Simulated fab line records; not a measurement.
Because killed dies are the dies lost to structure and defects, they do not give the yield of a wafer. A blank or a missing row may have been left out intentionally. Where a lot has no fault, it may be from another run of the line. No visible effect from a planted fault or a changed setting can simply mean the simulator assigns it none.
Split-lot experiment :: flow ritCmos :: 23 wafers read across 5 lots, on a route 202 steps long

## THE SPLIT
At RIT_PLDD_IMPLANT_08, the setting doseCm2 was moved away from the recipe's 9e+14 on 9 of the 23 wafers read, by -6.9% to +4.2%. For the rest of the wafers, this setting stayed at what the recipe calls for.

## BETWEEN THE SPLIT AND THE READING: the file shows 1 step in between
- RIT_PLDD_STRIP_09: strips in O2, time 180 s

## THE READING
PLDD_TW, at RIT_PLDD_TW_MEAS_10. On this fab line, fault-free wafers typically give 2351 with a standard deviation of 12.

wafer: L074.1
tool, chamber at the split: implanter-02, 0
doseCm2 as run: 9e+14
against the recipe: recipe
PLDD_TW: 2348
against lot-mates on the recipe: -

wafer: L074.2
tool, chamber at the split: implanter-02, 0
doseCm2 as run: 9e+14
against the recipe: recipe
PLDD_TW: 2352
against lot-mates on the recipe: -

wafer: L074.3
tool, chamber at the split: implanter-02, 0
doseCm2 as run: 9e+14
against the recipe: recipe
PLDD_TW: 2352
against lot-mates on the recipe: -

wafer: L074.4
tool, chamber at the split: implanter-02, 0
doseCm2 as run: 9.211e+14
against the recipe: +2.3%
PLDD_TW: 2360
against lot-mates on the recipe: +9

wafer: L074.6
tool, chamber at the split: implanter-02, 0
doseCm2 as run: 9.211e+14
against the recipe: +2.3%
PLDD_TW: 2359
against lot-mates on the recipe: +8

wafer: L076.1
tool, chamber at the split: implanter-01, 0
doseCm2 as run: 8.377e+14
against the recipe: -6.9%
PLDD_TW: 2311
against lot-mates on the recipe: -44

wafer: L076.2
tool, chamber at the split: implanter-01, 0
doseCm2 as run: 9e+14
against the recipe: recipe
PLDD_TW: 2342
against lot-mates on the recipe: -

wafer: L076.3
tool, chamber at the split: implanter-01, 0
doseCm2 as run: 9e+14
against the recipe: recipe
PLDD_TW: 2350
against lot-mates on the recipe: -

wafer: L076.5
tool, chamber at the split: implanter-01, 0
doseCm2 as run: 8.377e+14
against the recipe: -6.9%
PLDD_TW: 2312
against lot-mates on the recipe: -43

wafer: L076.6
tool, chamber at the split: implanter-01, 0
doseCm2 as run: 9e+14
against the recipe: recipe
PLDD_TW: 2374
against lot-mates on the recipe: -

wafer: L080.2
tool, chamber at the split: implanter-02, 0
doseCm2 as run: 9e+14
against the recipe: recipe
PLDD_TW: 2351
against lot-mates on the recipe: -

wafer: L080.3
tool, chamber at the split: implanter-02, 0
doseCm2 as run: 9e+14
against the recipe: recipe
PLDD_TW: 2360
against lot-mates on the recipe: -

wafer: L080.6
tool, chamber at the split: implanter-02, 0
doseCm2 as run: 9e+14
against the recipe: recipe
PLDD_TW: 2362
against lot-mates on the recipe: -

wafer: L083.1
tool, chamber at the split: implanter-02, 0
doseCm2 as run: 9e+14
against the recipe: recipe
PLDD_TW: 2340
against lot-mates on the recipe: -

wafer: L083.2
tool, chamber at the split: implanter-02, 0
doseCm2 as run: 9.378e+14
against the recipe: +4.2%
PLDD_TW: 2360
against lot-mates on the recipe: +12

wafer: L083.3
tool, chamber at the split: implanter-02, 0
doseCm2 as run: 9.378e+14
against the recipe: +4.2%
PLDD_TW: 2364
against lot-mates on the recipe: +16

wafer: L083.5
tool, chamber at the split: implanter-02, 0
doseCm2 as run: 9.378e+14
against the recipe: +4.2%
PLDD_TW: 2371
against lot-mates on the recipe: +22

wafer: L083.6
tool, chamber at the split: implanter-02, 0
doseCm2 as run: 9e+14
against the recipe: recipe
PLDD_TW: 2357
against lot-mates on the recipe: -

wafer: L084.2
tool, chamber at the split: implanter-01, 0
doseCm2 as run: 9.242e+14
against the recipe: +2.7%
PLDD_TW: 2352
against lot-mates on the recipe: +22

wafer: L084.3
tool, chamber at the split: implanter-01, 0
doseCm2 as run: 9.242e+14
against the recipe: +2.7%
PLDD_TW: 2345
against lot-mates on the recipe: +15

wafer: L084.4
tool, chamber at the split: implanter-01, 0
doseCm2 as run: 9e+14
against the recipe: recipe
PLDD_TW: 2329
against lot-mates on the recipe: -

wafer: L084.5
tool, chamber at the split: implanter-01, 0
doseCm2 as run: 9e+14
against the recipe: recipe
PLDD_TW: 2328
against lot-mates on the recipe: -

wafer: L084.6
tool, chamber at the split: implanter-01, 0
doseCm2 as run: 9e+14
against the recipe: recipe
PLDD_TW: 2332
against lot-mates on the recipe: -

FIT RESULTS
A straight line over all 23 wafers: PLDD_TW changes by +4.53 for each +1% of doseCm2; r = +0.76; the points scatter about the line by 11.
The same after taking each lot's own level away (the mean of its wafers on the recipe; 23 wafers): +5.57 for each +1%; r = +0.91; scatter 7.2.
On that fit, the largest move of doseCm2 shifts the reading by 39.
The span of the lots' own levels, 2329.7 to 2357.7, comes to 2.3 times the standard deviation stated above.
So the lot-to-lot level blurs the effect unless lot-mates are compared.
Check: for one of the wafers moved furthest among these (-6.9%), held out of the fit, the line's prediction against its lot-mates is -37.5. It came out at -44.3 against them.

## OTHER SPLITS APPLIED TO THESE WAFERS
These wafers also went through other splits before the reading. Each is held against what the fit with the lots' levels taken away leaves over:
other split on the same wafers: RIT_ACTIVE_CVD_03 tempC
wafers away from the commonest value: 18
r with PLDD_TW (lot level and that fit taken away): -0.04

other split on the same wafers: RIT_ACTIVE_COAT_06 spinRpm
wafers away from the commonest value: 7
r with PLDD_TW (lot level and that fit taken away): -0.10

other split on the same wafers: RIT_ACTIVE_ETCH_13 pressureMtorr
wafers away from the commonest value: 15
r with PLDD_TW (lot level and that fit taken away): +0.11

other split on the same wafers: RIT_FOX1_WET_ETCH_02 timeS
wafers away from the commonest value: 18
r with PLDD_TW (lot level and that fit taken away): +0.00

other split on the same wafers: RIT_NWELL_IMPLANT_08 energyKev
wafers away from the commonest value: 12
r with PLDD_TW (lot level and that fit taken away): +0.07

other split on the same wafers: RIT_PWELL_IMPLANT_08 energyKev
wafers away from the commonest value: 7
r with PLDD_TW (lot level and that fit taken away): +0.44

other split on the same wafers: RIT_NRETRO_IMPLANT_08 doseCm2
wafers away from the commonest value: 10
r with PLDD_TW (lot level and that fit taken away): -0.38

other split on the same wafers: RIT_GATE_OXIDATION_05 tempC
wafers away from the commonest value: 18
r with PLDD_TW (lot level and that fit taken away): +0.21

other split on the same wafers: RIT_GATE_EXPOSE_13 doseMj
wafers away from the commonest value: 9
r with PLDD_TW (lot level and that fit taken away): +0.29

other split on the same wafers: RIT_NLDD_IMPLANT_08 doseCm2
wafers away from the commonest value: 12
r with PLDD_TW (lot level and that fit taken away): +0.28

other split on the same wafers: RIT_PLDD_SOFTBAKE_02 tempC
wafers away from the commonest value: 7
r with PLDD_TW (lot level and that fit taken away): +0.18

## THE FILE'S OWN FIT
PLDD_TW changes by +5.64 for each +1% of doseCm2, r = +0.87.
